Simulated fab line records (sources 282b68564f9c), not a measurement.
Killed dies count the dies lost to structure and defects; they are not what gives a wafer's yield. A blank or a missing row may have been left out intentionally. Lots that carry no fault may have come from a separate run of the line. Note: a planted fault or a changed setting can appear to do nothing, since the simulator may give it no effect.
A single fault, viewed from 2 desks	flow rit cmos	numbers are kept per desk, each desk with only its own; the story behind them comes last

FROM THE METROLOGY DESK
What the gauges read for every lot (on any tool): the sampled wafers with a number, averaged. Marked OUT: a lot whose mean sits more than 4 standard deviations from the usual mean, which makes it out of limits; the brackets give that distance. Shown here are 7 of its 14 readings, the ones lying furthest out on some lot.
Columns: A = PSD_RS at RIT_SDANNEAL_RS_MEAS_04, usual 116.0 ohm/sq; B = NSD_RS at RIT_SDANNEAL_RS_MEAS_05, usual 84.68 ohm/sq; C = PLDD_RS at RIT_SDANNEAL_RS_MEAS_06, usual 178.9 ohm/sq; D = SILICIDE_TI_RS at RIT_SILICIDE_RS_MEAS_02, usual 47.8 ohm/sq; E = SILICIDE_TI_THK at RIT_SILICIDE_THK_MEAS_03, usual 30.0 nm; F = CONTACT_OVL at RIT_CONTACT_OVL_MEAS_09, usual -0.9 nm; G = M1_OVL at RIT_M1_OVL_MEAS_10, usual 0.0 nm
lot	first seen here	A	B	C	D	E	F	G
L474	day 3 23:03	116.0	84.74	179.4	48.1	30.1	-2.6	-2.1
L476	day 4 07:31	115.5	84.53	178.5	47.5	30.2	-0.8	-0.6
L479	day 4 23:46	116.5	84.89	179.7	45.7	31.2	-2.1	0.3
L491	day 7 11:01	116.0	84.11	178.8	48.3	29.8	-1.3	-0.2
L492	day 7 15:08	116.1	84.39	178.6	47.8	29.9	-1.4	-1.0
L493	day 7 22:56	115.8	84.66	179.3	47.6	30.0	-1.8	0.3
Finding of this desk: none of the 6 lots has anything out of limits.

DESK OF THE TOOL OWNER: rtp anneal-02
The tool's own readings at RIT_SILICIDE_RTA_04 (time 10 s, ramp up 5 s, ramp down 5 s): means of the sampled wafers that have a number, for each lot that ran on this tool. Marked OUT: a lot whose mean sits more than 4 standard deviations from the usual mean, which makes it out of limits; the brackets give that distance.
Columns: A = wafer_temp_C_max at RIT_SILICIDE_RTA_04, usual 652.9
lot	first seen here	A
L474	day 3 23:53	654.1
L476	day 4 08:21	653.7
L492	day 7 15:56	654.0
Finding of this desk: none of the 3 lots has anything out of limits.

BROUGHT TOGETHER
At the metrology desk, nothing out of limits was observed.
The desk of the tool owner found nothing out of limits.

WHAT WAS PUT IN BY THE SIMULATOR
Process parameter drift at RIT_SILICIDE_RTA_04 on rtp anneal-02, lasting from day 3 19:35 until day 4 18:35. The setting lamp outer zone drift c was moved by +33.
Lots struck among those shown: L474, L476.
